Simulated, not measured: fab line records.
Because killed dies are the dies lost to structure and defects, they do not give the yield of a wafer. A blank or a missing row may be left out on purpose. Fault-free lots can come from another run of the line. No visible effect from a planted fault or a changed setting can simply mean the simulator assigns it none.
fab line records ; flow berkeleyCmos170
record: lots: 5; wafers: 15; lastDay: 11
route steps=331 shown CONTACT@223
lots untouched by any fault: they come from a run of this same line in which no faults occurred
startH: the number of hours between the record's first day and the start of the first shown wafer of the lot ; waitH: hours since the lot's step before ; " the same as in the row above ; L1.1+2: a row that stands for several wafers ; - no value present, or no start provided ; * or withheld: withheld ; < > ~ a bound
route shown NAME@n: NAME is a module with steps in the file, n the number in the route of the first one ; usual: mean and standard deviation over wafers with no fault ; same: alike in all rows ; chamber/n: place in a boat ; sites: the reading at each site ; _std_site: their standard deviation ; _edge_site: the outer-site mean with the inner-site mean subtracted ; radiusMm: how far each site lies from the wafer's centre ; mask NAME#n: copy n ; behind: tool/chamber where the wafer was last shaped ; hold: why the lot went on hold/how many hours it stayed there/how the hold came to an end ; device: names the non-switching transistor (n, p or np) ; end of line: the route-end tests of the same wafers ; for a step that has no rows: nothing shown but its recipe ; killed: dies that structure and defects cost at the first sort, which is not the same as the wafer's yield ; map: a wafer's dies, x killed, . not, _ none there
set.NAME: the setting as run; set.NAME@STEP: as run at that earlier step ; model.NAME: the simulator's own value behind a step, which no gauge read
lots seen at some steps along the route; tables by step, rows by wafer
services: when a tool's chamber went out of use (startH, in hours from the record's first day, below 0 if earlier), for how many hours, and the reason
== steps ==
step: UCB170_CONTACT_CLEAN_07
recipe: chemistry: SPM; tempC: 120; timeS: 600
lot.wafer;tool;chamber;startH;waitH
L080.1+2+3;wetBench-04;3;168.59;0.1
L078.2+5+6;wetBench-04;1;168.98;0.2
L085.1+3+4;wetBench-01;1;200.87;1.1
L090.4+5+6;wetBench-03;3;223.74;0.0
L094.1+2+4;wetBench-01;2;239.96;0.4
step: UCB170_CONTACT_RTA_08
recipe: tempC: 900; timeS: 10; ambient: N2
usual: lampPowerPct: 21.4/1.9; wafer_temp_C_max: 903.6/1.1
lot.wafer;tool;chamber;startH;waitH;lampPowerPct;wafer_temp_C_max
L080.1;rtpAnneal-01;0;168.76;0.0;23.4;903.9
L080.2;rtpAnneal-01;0;168.76;0.0;23.5;903.9
L080.3;rtpAnneal-01;0;168.76;0.0;23.5;905.8
L078.2;rtpAnneal-02;0;169.17;0.0;19.6;902.7
L078.5;rtpAnneal-02;0;169.17;0.0;19.6;902.8
L078.6;rtpAnneal-02;0;169.17;0.0;19.6;902.3
L085.1;rtpAnneal-02;0;201.06;0.0;19.6;903.7
L085.3;rtpAnneal-02;0;201.06;0.0;19.6;902.4
L085.4;rtpAnneal-02;0;201.06;0.0;19.6;903.2
L090.4;rtpAnneal-01;0;223.96;0.0;23.5;902.6
L090.5;rtpAnneal-01;0;223.96;0.0;23.5;904.8
L090.6;rtpAnneal-01;0;223.96;0.0;23.5;903.7
L094.1;rtpAnneal-01;0;240.13;0.0;23.5;905.8
L094.2;rtpAnneal-01;0;240.13;0.0;23.5;905.2
L094.4;rtpAnneal-01;0;240.13;0.0;23.5;904.9
step: UCB170_CONTACT_COAT_09
recipe: resist: BARC; tempC: withheld; timeS: withheld; spinRpm: 3000; resistThkNm: withheld
lot.wafer;tool;chamber;startH;waitH
L080.1+2+3;lithoTrack-01;0;168.83;0.1
L078.2+5+6;lithoTrack-02;0;169.25;0.1
L085.1+3+4;lithoTrack-02;0;201.13;0.1
L090.4+5+6;lithoTrack-02;0;224.07;0.1
L094.1+2+4;lithoTrack-03;0;240.32;0.2
step: UCB170_CONTACT_COAT_10
recipe: resist: KrF; spinRpm: 1500; resistThkNm: 900
lot.wafer;tool;chamber;startH;waitH
L080.1+2+3;lithoTrack-01;0;-;-
L078.2+5+6;lithoTrack-02;0;-;-
L085.1+3+4;lithoTrack-02;0;-;-
L090.4+5+6;lithoTrack-02;0;-;-
L094.1+2+4;lithoTrack-03;0;-;-
step: UCB170_CONTACT_SOFTBAKE_11
recipe: resist: KrF; tempC: 130; timeS: 60
lot.wafer;tool;chamber;startH;waitH
L080.1+2+3;lithoTrack-01;0;-;-
L078.2+5+6;lithoTrack-02;0;-;-
L085.1+3+4;lithoTrack-02;0;-;-
L090.4+5+6;lithoTrack-02;0;-;-
L094.1+2+4;lithoTrack-03;0;-;-
step: UCB170_CONTACT_EXPOSE_12
recipe: maskId: CONT; targetCdNm: 700; na: 0.5; sigmaOuter: 0.6; sourceShape: conventional; doseMj: 35
same: na: 0.5
lot.wafer;tool;chamber;startH;waitH;mask
L080.1+2+3;krfScanner-02;0;169.28;-;CONT#0
L078.2+5+6;krfScanner-01;0;169.82;-;CONT#0
L085.1+3+4;krfScanner-01;0;201.95;-;CONT#0
L090.4+5+6;krfScanner-01;0;224.63;-;CONT#0
L094.1+2+4;krfScanner-02;0;240.90;-;CONT#0
step: UCB170_CONTACT_PEB_13
recipe: pebTempC: 130; pebTimeS: withheld; resist: KrF
lot.wafer;tool;chamber;startH;waitH
L080.1+2+3;lithoTrack-03;0;169.40;0.1
L078.2+5+6;lithoTrack-03;0;169.94;0.1
L085.1+3+4;lithoTrack-02;0;202.06;0.1
L090.4+5+6;lithoTrack-01;0;224.76;0.1
L094.1+2+4;lithoTrack-01;0;241.17;0.2
step: UCB170_CONTACT_DEVELOP_14
recipe: developer: TMAH; developTimeS: 45; resist: KrF; devTempC: 21
usual: developerTempC: 20.98/0.1
lot.wafer;tool;chamber;startH;waitH;developerTempC
L080.1;lithoTrack-03;0;-;-;21.01
L080.2;lithoTrack-03;0;-;-;21.07
L080.3;lithoTrack-03;0;-;-;20.86
L078.2;lithoTrack-03;0;-;-;20.89
L078.5;lithoTrack-03;0;-;-;20.91
L078.6;lithoTrack-03;0;-;-;20.88
L085.1;lithoTrack-02;0;-;-;21.02
L085.3;lithoTrack-02;0;-;-;21.04
L085.4;lithoTrack-02;0;-;-;20.89
L090.4;lithoTrack-01;0;-;-;20.84
L090.5;lithoTrack-01;0;-;-;20.94
L090.6;lithoTrack-01;0;-;-;20.92
L094.1;lithoTrack-01;0;-;-;21.18
L094.2;lithoTrack-01;0;-;-;21.26
L094.4;lithoTrack-01;0;-;-;21.00
== services ==
tool;chamber;startH;hours;kind
krfScanner-02;-;179.53;1.8;repair
krfScanner-01;-;190.64;4.4;pm
krfScanner-02;-;205.30;0.8;pm
krfScanner-01;-;212.05;1.3;pm
krfScanner-02;-;232.31;1.0;pm
krfScanner-01;-;235.09;0.2;repair
krfScanner-01;-;236.18;1.0;pm
krfScanner-01;-;239.16;0.8;pm
== key ==
fault none
